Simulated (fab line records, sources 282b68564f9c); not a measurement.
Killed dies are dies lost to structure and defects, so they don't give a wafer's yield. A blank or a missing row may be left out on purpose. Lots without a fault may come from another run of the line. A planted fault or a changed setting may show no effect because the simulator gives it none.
Which tool did it? | flow rit_cmos | 7 lots, 21 wafers sampled, at 2 steps of a route of 202

WHAT THE GAUGES READ, wafer by wafer
RIT_NSD_OVL_MEAS_06.
lot  | measured    | on         | NSD_OVL (nm)
L504 | day 3 17:58 | overlay-02 | -1.5 -0.8 -1.2
L506 | day 4 02:22 | overlay-02 | -0.8 0.0 0.3
L509 | day 4 13:44 | overlay-01 | -1.1 -2.6 -1.5
L511 | day 5 02:07 | overlay-01 | -0.6 -1.7 -0.5
L514 | day 5 15:26 | overlay-01 | 416.5 417.2 417.7
L517 | day 6 05:59 | overlay-01 | -2.2 -0.6 -0.6
L523 | day 7 11:59 | overlay-01 | -2.6 -1.2 -1.2

WHICH TOOL RAN EACH LOT (tool, then ch and the chambers of the sampled wafers, then the start)
lot  | RIT_NSD_EXPOSE_03
L504 | iline_stepper-01 ch 0, day 3 17:34
L506 | iline_stepper-01 ch 0, day 4 01:59
L509 | iline_stepper-02 ch 0, day 4 13:20
L511 | iline_stepper-02 ch 0, day 5 01:43
L514 | iline_stepper-01 ch 0, day 5 15:02
L517 | iline_stepper-02 ch 0, day 6 05:37
L523 | iline_stepper-02 ch 0, day 7 11:32
- RIT_NSD_EXPOSE_03: exposes mask M9, target cd 40700 nm.

THE ANSWER, worked out from the rows above alone
Rule: what is usual is taken from the lots themselves. Put in order of their means at a reading, lots are off if they are a third of the lots or fewer, leave a main group of 4 or more, and stand apart from it by a gap of 3 or more times the standard deviation of the main group's means; of several such gaps the widest counts. A main group whose means are all the same, to the digits that the tables above print for the reading, isn't used. A lot without any number at a reading at which 4 lots or more have one is off too. The other lots that the step has rows for count as sound.
Off: L514, at RIT_NSD_OVL_MEAS_06 (NSD_OVL). The main group: mean -1.1 nm, standard deviation 0.52.
A tool fits if, at a process step before that reading, it ran every lot that is off, and no sound lot after the first of them. The gauges at RIT_NSD_OVL_MEAS_06 are tried like those tools. One fits: iline_stepper-01 at RIT_NSD_EXPOSE_03. Its last sound lot is L506 (day 4 01:59), its first lot that is off L514 (day 5 15:02): a fault that began between those two fits.

WHAT THE SIMULATOR HAD PUT IN
Scanner matching overlay: iline_stepper-01, from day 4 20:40 on, at RIT_NSD_EXPOSE_03. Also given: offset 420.
Lots struck among those shown: L514. The rule above found the same.
